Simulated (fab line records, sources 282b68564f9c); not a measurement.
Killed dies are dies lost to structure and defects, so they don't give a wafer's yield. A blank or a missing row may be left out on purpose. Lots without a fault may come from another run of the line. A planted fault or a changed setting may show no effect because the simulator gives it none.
A struck lot beside a sound one | flow rit_cmos | 10 steps out of a route of 202
Sound: wafers L888.2, L888.4, L888.6. Struck: wafers L890.3, L890.4, L890.6. The cause comes at the end.
At each step with rows: each side's tool, then ch and its chambers, then its first start. Under that, the readings that differ: sound wafers | struck wafers | difference of the means | sigmas: that difference in standard deviations of wafers without a fault.
alike: readings whose means differ by less than 2 such deviations, and words and numbers that are the same on both sides. not compared: withheld readings, readings that some wafer has no value for, bounds like >300 that may hide the same value, and numbers for which the record gives no deviation and whose values overlap.
The two part at a step that has a row with sigmas, a row that says differs or no value, or rows on one side only. Numbers that don't overlap but have no deviation are shown without sigmas and don't part them. A reading that every wafer of one side lacks parts them only if that side has two wafers or more.

RIT_ACTIVE_BOW_MEAS_00:
  sound on film_metro-02, day 2 11:01; struck on film_metro-02, day 2 21:02
  alike: INCOMING_BOW
then, 1 step without rows for these wafers: RIT_ACTIVE_OXIDATION_01 (target thk 46.8 nm, ox time 3360 s).
RIT_ACTIVE_THK_MEAS_02:
  sound on film_metro-02, day 2 13:36; struck on film_metro-03, day 3 01:08
  alike: ACTIVE_OXIDE_THK
then, 1 step without rows for these wafers: RIT_ACTIVE_CVD_03 (deposits Si3N4 from SiH2Cl2/NH3, target thk 150 nm, time 1500 s).
RIT_ACTIVE_THK_MEAS_04:
  sound on film_metro-02, day 2 15:04; struck on film_metro-04, day 3 02:37
  alike: ACTIVE_NITRIDE_THK
then, 3 steps without rows for these wafers: RIT_ACTIVE_HMDS_05 (prime time 60 s); RIT_ACTIVE_COAT_06 (resist thk 1000 nm); RIT_ACTIVE_SOFTBAKE_07 (time 60 s).
RIT_ACTIVE_EXPOSE_08: exposes mask M1, target cd 1400 nm.
  sound on iline_stepper-01 ch 0, day 2 15:35; struck on iline_stepper-02, day 3 03:08
  no value came back on the struck wafers for exposure_dose_mJ_cm2, focus_offset_nm (nm), stage_vel_mm_s (mm/s); on the sound wafers exposure_dose_mJ_cm2 reads 225.32 225.00 225.17
  alike: mask
then, 1 step without rows for these wafers: RIT_ACTIVE_PEB_09.

WHERE THEY PART
Only at RIT_ACTIVE_EXPOSE_08, within this record.

WHY: what the simulator had put in
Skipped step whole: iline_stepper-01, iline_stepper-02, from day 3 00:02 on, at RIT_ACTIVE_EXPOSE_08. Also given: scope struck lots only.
